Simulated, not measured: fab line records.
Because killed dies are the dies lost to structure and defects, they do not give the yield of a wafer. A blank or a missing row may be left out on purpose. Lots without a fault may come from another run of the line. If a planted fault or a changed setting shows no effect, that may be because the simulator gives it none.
The same fault as seen by 2 desks ; flow ritCmos ; each desk holds nothing but its own numbers, with what lay behind them at the end

== METROLOGY DESK ==
Lot by lot, what the gauges showed, no matter which tool ran the lot: averages of those sampled wafers that carry a number. The brackets show how far a lot's mean lies from the usual mean; more than 4 standard deviations puts the lot out of limits, marked OUT.
Columns: A = PSD_TW at RIT_PSD_TW_MEAS_10, usual 3397; B = PSD_RS at RIT_SDANNEAL_RS_MEAS_04, usual 115.93 ohm/sq
lot;first seen here;A;B
L641;day 3 04:47;3389;115.80
L643;day 3 16:10;3407;115.89
L644;day 3 17:42;3389;115.88
L646;day 4 05:31;3440;115.80
L647;day 4 08:36;3457;116.04
L649;day 4 19:11;3393;116.03
L650;day 4 22:12;3398;116.50
L651;day 5 02:28;3449;115.95
L655;day 6 01:19;3455;110.81 (-20) OUT
L656;day 6 04:33;3402;115.87
L660;day 7 02:07;3486;110.74 (-21) OUT
L661;day 7 04:19;3384;115.57
L662;day 7 10:19;3372;115.83
L664;day 7 21:14;3360;116.01
This desk finds L655, L660 out of limits, with the earliest case on L655 at day 6 01:50 (PSD_RS at RIT_SDANNEAL_RS_MEAS_04). L641, L643, L644, L646, L647, L649, L650, L651, L656, L661, L662, L664 stayed within limits.

== THE TOOL OWNER'S DESK: implanter-02 ==
The tool's own readings at RIT_PSD_IMPLANT_08: means of the sampled wafers that have a number, for each lot that ran on this tool. The brackets show how far a lot's mean lies from the usual mean; more than 4 standard deviations puts the lot out of limits, marked OUT.
Columns: A = beamEnergyKeV at RIT_PSD_IMPLANT_08, usual 26.999
lot;first seen here;A
L641;day 3 04:28;27.002
L646;day 4 05:11;26.995
L650;day 4 21:54;26.997
L651;day 5 02:10;26.997
L655;day 6 01:02;29.505 (+99 or more) OUT
L660;day 7 01:47;29.512 (+99 or more) OUT
Finding of this desk: L655, L660 out of limits; the first was L655 at day 6 01:02, on beamEnergyKeV at RIT_PSD_IMPLANT_08. L641, L646, L650, L651 stayed within limits.

== ALL TOGETHER ==
On L655, L660, at day 6 01:02, an alarm was possible from the tool owner's desk.
L655, L660 would have let the metrology desk raise an alarm at day 6 01:50.
Of the lots named, all ran RIT_PSD_IMPLANT_08 on implanter-02.

== WHAT THE SIMULATOR PUT IN ==
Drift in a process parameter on implanter-02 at RIT_PSD_IMPLANT_08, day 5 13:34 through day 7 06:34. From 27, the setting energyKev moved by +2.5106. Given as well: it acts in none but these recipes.
Struck lots among those shown: L655, L660.
Delay (hours) between the fault's onset and each desk's first out-of-limits reading: 11 at the tool owner's desk, 12 at the metrology desk.
